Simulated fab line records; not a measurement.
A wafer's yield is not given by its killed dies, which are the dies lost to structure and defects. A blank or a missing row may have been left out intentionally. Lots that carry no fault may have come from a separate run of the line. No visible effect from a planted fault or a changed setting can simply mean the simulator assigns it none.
Comparing a struck lot with a sound one | flow ritCmos | 27 out of 202 route steps
Sound: these wafers, L483.2, L483.4, L483.6. Wafers struck: L490.3, L490.5, L490.6. The cause is given at the end.
Per side, at each step with rows, come the tool, then ch with its chambers, and then its first start. Under that, the readings that differ: sound wafers | struck wafers | difference of the means | sigmas: that difference in standard deviations of wafers without a fault.
alike: same words and numbers on both sides, and readings whose means sit less than 2 such deviations apart. not compared: any withheld reading, any reading some wafer has no value for, any bound like >300 that may hide the same value, and any number with overlapping values for which the record gives no deviation.
The two part at a step that has a row with sigmas, a row that says differs or no value, or rows on one side only. Numbers that don't overlap but have no deviation are shown without sigmas and don't part them. Lack of a reading on every wafer of one side parts them only where that side has two or more wafers.

RIT_ACTIVE_BOW_MEAS_00:
  struck on filmMetro-03, day 3 17:02; sound on filmMetro-03, day 2 06:01
reading           | sound    | struck   | difference | sigmas
INCOMING_BOW (um) | 12 -5 17 | -6 -20 6 | -15        | -2
RIT_ACTIVE_OXIDATION_01: target thk 46.8 nm, ox time 3360 s.
  sound on furnace-01 ch 0, day 2 06:07; struck on furnace-03 ch 0, day 3 17:07
reading                                      | sound             | struck            | difference | sigmas
zonePowerLoadPct (%)                         | 32.4 32.0 31.4    | 37.5 37.4 36.8    | +5.3       | +2
model.SiO2_of_ACTIVE_OXIDATION_01.thkNm (nm) | 45.04 45.45 45.48 | 43.66 41.28 40.02 | -3.67      | 
  alike: spikeTcSourceC
RIT_ACTIVE_THK_MEAS_02:
  struck on filmMetro-04, day 3 19:04; sound on filmMetro-03, day 2 08:04
reading               | sound          | struck         | difference | sigmas
ACTIVE_OXIDE_THK (nm) | 45.0 45.4 45.5 | 43.7 41.3 40.1 | -3.6       | -5
then, 1 step without rows for these wafers: RIT_ACTIVE_CVD_03 (deposits Si3N4 from SiH2Cl2/NH3, target thk 150 nm, time 1500 s).
RIT_ACTIVE_THK_MEAS_04:
  struck on filmMetro-04, day 3 20:59; sound on filmMetro-03, day 2 09:32
  alike: ACTIVE_NITRIDE_THK
then, 6 steps without rows for these wafers: RIT_ACTIVE_HMDS_05 (prime time 60 s); RIT_ACTIVE_COAT_06 (resist thk 1000 nm); RIT_ACTIVE_SOFTBAKE_07 (time 60 s); RIT_ACTIVE_EXPOSE_08 (exposes mask M1, target cd 1400 nm); RIT_ACTIVE_PEB_09; RIT_ACTIVE_DEVELOP_10 (develop time 50 s).
RIT_ACTIVE_CD_MEAS_11: the cd target is 1400 nm.
  struck on cdSem-01, day 3 22:02; sound on cdSem-01, day 2 10:28
  alike: cdNm
then, 1 step without rows for these wafers: RIT_ACTIVE_HARDBAKE_12 (time 60 s).
RIT_ACTIVE_ETCH_13: etches Si3N4 in SF6, stops on SiO2, time 210 s, target depth 210 nm.
  sound on rieDiel-03 ch 0,3, day 2 10:43; struck on rieDiel-04 ch 0,2,3, day 3 22:16
  alike: drypumpMotorCurrentA, oesProductAu, throttleValvePct
  not compared: rfHoursCounterH
RIT_ACTIVE_STRIP_14: strips in O2, time 180 s.
  sound on plasmaAsher-02 ch 0,1, day 2 10:50; struck on plasmaAsher-03 ch 0,1, day 3 22:27
  alike: drypumpMotorCurrentA
  not compared: rfHoursCounterH
RIT_ACTIVE_CD_MEAS_90: the cd target is 1400 nm.
  struck on cdSem-02, day 3 22:37; sound on cdSem-02, day 2 11:02
  alike: cdNm
then, 4 steps without rows for these wafers: RIT_ACTIVE_CLEAN_15 (cleans in SC1, time 600 s); RIT_ACTIVE_CLEAN_16 (cleans in dHF, time 30 s); RIT_ACTIVE_CLEAN_17 (cleans in SC2, time 600 s); RIT_FOX1_OXIDATION_00 (target thk 350.7 nm, ox time 1130 s).
RIT_FOX1_THK_MEAS_01:
  struck on filmMetro-02, day 4 03:41; sound on filmMetro-04, day 2 14:47
  alike: FOX1_OXIDE_THK
then, 2 steps without rows for these wafers: RIT_FOX1_WET_ETCH_02 (etches SiO2 in BOE, target depth 350 nm, time 390 s); RIT_FOX2_OXIDATION_00 (target thk 350.7 nm, ox time 1130 s).
RIT_FOX2_THK_MEAS_01:
  struck on filmMetro-04, day 4 07:11; sound on filmMetro-02, day 2 17:16
  alike: FOX2_OXIDE_THK
then, 1 step without rows for these wafers: RIT_FOX2_CLEAN_02 (cleans in dHF, time 171.4 s).
RIT_FOX2_WET_ETCH_03: etches Si3N4 in H3PO4, target depth 195 nm, time 2700 s.
  sound on wetBench-04 ch 3, day 2 17:26; struck on wetBench-04 ch 1, day 4 07:17
reading                                      | sound             | struck           | difference | sigmas
model.SiO2_of_ACTIVE_OXIDATION_01.thkNm (nm) | 40.13 40.49 40.51 | 38.93 34.7 35.51 | -4.00      | 
  alike: bathHeatDutyPct, tempC
RIT_FOX2_THK_MEAS_90:
  struck on filmMetro-02, day 4 08:04; sound on filmMetro-02, day 2 18:16
  alike: FIELD_OXIDE_LEFT_1_THK

WHERE THEY PART
First at RIT_ACTIVE_BOW_MEAS_00; last, within this record, at RIT_ACTIVE_THK_MEAS_02. Later steps at which nothing parts them and some readings are alike: RIT_ACTIVE_THK_MEAS_04, RIT_ACTIVE_CD_MEAS_11, RIT_ACTIVE_ETCH_13, RIT_ACTIVE_STRIP_14, RIT_ACTIVE_CD_MEAS_90, RIT_FOX1_THK_MEAS_01, RIT_FOX2_THK_MEAS_01, RIT_FOX2_WET_ETCH_03, RIT_FOX2_THK_MEAS_90.

WHY: what had been put in by the simulator
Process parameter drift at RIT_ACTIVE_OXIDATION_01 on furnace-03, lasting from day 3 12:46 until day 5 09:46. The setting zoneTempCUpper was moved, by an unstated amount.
